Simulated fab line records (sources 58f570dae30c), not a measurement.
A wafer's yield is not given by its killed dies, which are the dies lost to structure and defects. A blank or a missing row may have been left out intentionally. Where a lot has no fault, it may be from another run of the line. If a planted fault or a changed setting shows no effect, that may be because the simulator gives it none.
Problem report, 8D (eight disciplines) form, completed by code :: flow berkeley cmos170 :: the parts of the form that need people (team, actions taken, sign-off) are left out

== 1. THE PROBLEM ==
Wafers with no fault read 0.854 a.u. with a standard deviation of 0.015, whereas oes product au at UCB170_M3_METAL_ETCH_18 reads a mean of 0.923 a.u. on 1 wafer of 1 lot. Relative to the usual mean, that is a shift of +4.6 standard deviations.
The step: etches Al in Cl2/BCl3, stops on SiO2, target depth 1170 nm, time 195 s.
Earliest sighting: wafer L124.6 on rie metal-04 at day 11 14:35. Wafers with a number at this step in the record: 38, from 13 lots. The rule behind "out" and "out of limits": a value lying over 4 standard deviations away from the usual mean. The other wafers with a number count as sound.

== 2. WHAT IT IS; WHAT IT IS NOT ==
question: which readings at this step
is: oes product au
is not: chamber pressure mTorr, drypump motor current A, throttle valve pct

question: which lots
is: L124
is not: L107, L108, L109, L110, L111, L112, L113, L114, L115, L116, L117, L130

question: which wafers of those lots
is: L124.6
is not: L124.5

question: read on which tools
is: rie metal-04
is not: rie metal-01, rie metal-03

question: when
is: from day 11 14:35
is not: up to then (34 sound wafers); but 3 sound wafers of L130 came after

== 3. THE SUSPECTS, EACH WITH WHAT RULES IT OUT ==
Counting: if a tool at a process step up to the reading ran every lot that is out, it stays a suspect. Sound lots after the first of them don't rule it out here, since some wafers of a struck lot are sound.
- rie diel-03 at UCB170_V2_ETCH_14 (etches SiO2 in CHF3/CF4/Ar, stops on Al, target depth 1250 nm, time 291 s): kept. It processed L124, the lot that is out, at day 11 11:52, and its most recent sound lot before then was L115 at day 9 06:39.
- rie metal-04 at UCB170_M3_METAL_ETCH_18 (etches Al in Cl2/BCl3, stops on SiO2, target depth 1170 nm, time 195 s): kept. It processed L124, the lot that is out, at day 11 14:35, and its most recent sound lot before then was L114 at day 9 03:05. Out on those wafers are its own readings of oes product au.
- Within rie diel-03 at UCB170_V2_ETCH_14, the wafers that are out were processed in chamber 0 and their sound lot-mates in chamber 1.
- Within rie metal-04 at UCB170_M3_METAL_ETCH_18, the wafers that are out were processed in chamber 0 and their sound lot-mates in chamber 1.
The count leaves rie metal-04 at UCB170_M3_METAL_ETCH_18 and rie diel-03 at UCB170_V2_ETCH_14.

== 4. THE CAUSE (what the simulator had put in) ==
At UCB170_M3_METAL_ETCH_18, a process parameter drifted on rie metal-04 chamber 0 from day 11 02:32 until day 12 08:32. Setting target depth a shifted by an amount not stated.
This tool is one of the 2 suspects left after counting.

== 5. SEQUENCE OF EFFECTS, ordered by route ==
One row per reading whose mean, taken over the struck wafers that have a number, lies over 3 standard deviations from the usual. Only readings for which the record gives a usual standard deviation are gone through. hours: the time from each lot's start at the first step in this table that gives one to its start at this step, as a median over the lots. sigmas: the change in usual standard deviations.
hours: 0
step: UCB170_M3_METAL_ETCH_18
reading: oes product au
usual: 0.854 a.u.
on struck wafers: 0.923
change: +0.069
sigmas: +4.6

hours: 0
step: UCB170_M3_STRIP_19
reading: oes product au
usual: 0.534 a.u.
on struck wafers: 0.625
change: +0.091
sigmas: +8.3
Its process steps:
- UCB170_M3_METAL_ETCH_18: etches Al in Cl2/BCl3, stops on SiO2, target depth 1170 nm, time 195 s.
- UCB170_M3_STRIP_19: strips in O2.

== 6. HOW IT WOULD HAVE BEEN CAUGHT EARLIER ==
First out-of-limits reading in this record: day 11 14:35, which is 12 hours after fault onset at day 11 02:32.
